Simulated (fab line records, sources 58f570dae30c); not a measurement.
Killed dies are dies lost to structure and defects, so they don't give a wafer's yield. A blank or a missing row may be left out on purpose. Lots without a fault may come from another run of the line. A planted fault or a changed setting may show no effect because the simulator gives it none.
Problem report in the 8D (eight disciplines) form, filled by code | flow berkeley_cmos170 | the parts of the form that need people (team, actions taken, sign-off) are left out

1. THE PROBLEM
SPACER_TEOS_THK at UCB170_SPACER_THK_MEAS_01 reads a mean of 320 nm on 3 wafers of 2 lots; wafers without a fault read 377 nm with a standard deviation of 5.5. That is -10 standard deviations from the usual mean.
First seen on wafer L715.2, day 8 12:27, on film_metro-04. The record holds 42 wafers of 14 lots with a number at this step. Rule for "out", or "out of limits": more than 4 standard deviations from the usual mean. The other wafers with a number count as sound.

2. WHAT IT IS AND WHAT IT IS NOT
question                    | is                     | is not
which readings at this step | SPACER_TEOS_THK        | -
which lots                  | L715, L716             | L708, L709, L710, L720, L721, L724, L725, L727, L728, L729, L730, L731
which wafers of those lots  | L715.2, L715.3, L716.2 | L715.1, L716.1, L716.4
read on which gauges        | film_metro-04          | film_metro-02, film_metro-03
when                        | from day 8 12:27       | up to then (10 sound wafers); but 29 sound wafers of L716, L720, L721, L724, L725, L727, L728, L729, L730, L731 came after

3. SUSPECTS, AND WHAT RULES EACH OUT
Counting: a tool at a process step up to the reading stays a suspect if it ran every lot that is out. Sound lots after the first of them don't rule it out here, since some wafers of a struck lot are sound.
- the gauge at UCB170_SPACER_THK_MEAS_01: ruled out. All the wafers that are out were read on film_metro-04, but those of them that UCB170_SPACER_ETCHBACK_03 has rows for are out there too, on other tools.
- pecvd-01 at UCB170_SPACER_CVD_00 (deposits SiO2 from TEOS/O2, target thk 376 nm, time 47 s): kept. It ran every lot that is out, first L715 (day 8 12:23); its last sound lot up to then is L710 (day 8 00:16).
- Within pecvd-01 at UCB170_SPACER_CVD_00: the wafers that are out ran in chamber 0; their sound lot-mates ran in chambers 1, 2.
Left after counting: pecvd-01 at UCB170_SPACER_CVD_00.

4. THE CAUSE (what the simulator had put in)
Process parameter drift: pecvd-01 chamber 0, from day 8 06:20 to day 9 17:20, at UCB170_SPACER_CVD_00. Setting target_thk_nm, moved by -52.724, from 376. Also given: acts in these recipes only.
Counting left only this tool.

5. THE CHAIN OF EFFECTS, in route order
Each row: a reading whose mean over the struck wafers that have a number lies more than 3 standard deviations from the usual. Only readings for which the record gives a usual standard deviation are gone through. hours: the time from each lot's start at the first step in this table that gives one to its start at this step, as a median over the lots. sigmas: the change in usual standard deviations.
hours | step                      | reading         | usual      | on struck wafers | change | sigmas
0     | UCB170_SPACER_THK_MEAS_01 | SPACER_TEOS_THK | 377 nm     | 320              | -57    | -10
5     | UCB170_SPACER_ETCHBACK_03 | oes_product_au  | 0.903 a.u. | 0.797            | -0.106 | -8.2
The process steps in it:
- UCB170_SPACER_ETCHBACK_03: etches SiO2 in CHF3/CF4/Ar, stops on Si, target depth 376 nm, time 100 s.
Later measuring or inspecting steps at which every struck wafer that the step has a row for has a number for every such reading, and none has moved that far: UCB170_V2_THK_MEAS_01.

6. WHAT WOULD HAVE CAUGHT IT SOONER
In this record the first reading out of limits at a measuring or inspecting step was taken at day 8 12:27, 6 hours after the fault began at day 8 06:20.
Of the tool readings at UCB170_SPACER_CVD_00 for which the record gives a usual standard deviation, none was out on any struck wafer, so an alarm limit of 4 standard deviations on them would not have fired.
Of the lots that are out (2), L716 began UCB170_SPACER_CVD_00 on pecvd-01 after day 8 12:27. A hold on the tool at that time would have spared it.
